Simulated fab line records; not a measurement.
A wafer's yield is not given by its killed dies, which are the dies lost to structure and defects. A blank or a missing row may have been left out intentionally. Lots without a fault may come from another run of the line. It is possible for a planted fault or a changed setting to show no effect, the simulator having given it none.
The same fault as seen by 2 desks + flow berkeley-cmos170 + only its own numbers are on each desk; what lay behind them is given at the end

## METROLOGY DESK
Lot by lot, what the gauges showed, no matter which tool ran the lot: averages of those sampled wafers that carry a number. The brackets show how far a lot's mean lies from the usual mean; more than 4 standard deviations puts the lot out of limits, marked OUT.
Columns: A = ACTIVE_NITRIDE_THK at UCB170_ACTIVE_THK_MEAS_06, usual 220.7 nm; B = cd-nm at UCB170_GATE_CD_MEAS_90, usual 350.0 nm; C = cd-nm at UCB170_M2_CD_MEAS_15, usual 700.3 nm
| lot  | first seen here | A     | B     | C     |
|------|-----------------|-------|-------|-------|
| L643 | day 5 16:41     | 220.2 | 349.9 | 699.8 |
| L647 | day 5 19:16     | 223.4 | 349.5 | 701.6 |
| L642 | day 5 19:19     | 218.6 | 350.1 | 698.0 |
| L649 | day 6 05:28     | 222.0 | -     | -     |
| L652 | day 6 13:49     | 222.1 | 350.0 | 700.5 |
| L650 | day 6 13:52     | 219.0 | -     | -     |
| L655 | day 6 21:37     | 223.9 | 350.2 | 699.4 |
| L660 | day 8 05:34     | 221.0 | 350.4 | 700.0 |
| L658 | day 8 05:37     | 221.8 | 350.8 | 699.9 |
| L657 | day 8 05:38     | 221.2 | 349.3 | 699.4 |
| L661 | day 8 08:29     | 220.7 | 350.6 | 700.1 |
| L665 | day 9 04:53     | 219.2 | 348.7 | 698.8 |
| L664 | day 9 04:54     | 219.7 | 351.4 | 701.9 |
| L663 | day 9 04:56     | 222.1 | 349.2 | 701.0 |
This desk found nothing out of limits on any of the 14 lots.

## DESK OF THE TOOL OWNER: lpcvd-02
The tool's own readings at UCB170_GATE_CVD_04 (deposits poly-Si from SiH4, time 1440 s, target thk 214 nm): means of the sampled wafers that have a number, for each lot that ran on this tool. The brackets show how far a lot's mean lies from the usual mean; more than 4 standard deviations puts the lot out of limits, marked OUT.
Columns: A = pressure-mtorr at UCB170_GATE_CVD_04, usual 375.0 mTorr; B = sih4-flow-sccm at UCB170_GATE_CVD_04, usual 120.0 sccm
| lot  | first seen here | A     | B     |
|------|-----------------|-------|-------|
| L643 | day 7 19:49     | 374.9 | 119.6 |
| L642 | day 7 23:43     | 375.8 | 120.4 |
| L647 | day 7 23:43     | 375.0 | 120.2 |
| L652 | day 8 19:08     | 375.6 | 119.8 |
| L657 | day 10 17:47    | 374.8 | 119.9 |
| L658 | day 10 17:47    | 375.5 | 119.8 |
| L660 | day 10 17:47    | 375.0 | 120.4 |
| L661 | day 10 17:47    | 375.3 | 120.1 |
| L663 | day 11 19:32    | 374.6 | 120.3 |
| L664 | day 11 19:32    | 375.2 | 119.8 |
| L665 | day 11 19:32    | 375.2 | 120.0 |
This desk found nothing out of limits on any of the 11 lots.

## BROUGHT TOGETHER
Metrology desk: nothing out of limits seen.
The desk of the tool owner found nothing out of limits.

## WHAT THE SIMULATOR PUT IN
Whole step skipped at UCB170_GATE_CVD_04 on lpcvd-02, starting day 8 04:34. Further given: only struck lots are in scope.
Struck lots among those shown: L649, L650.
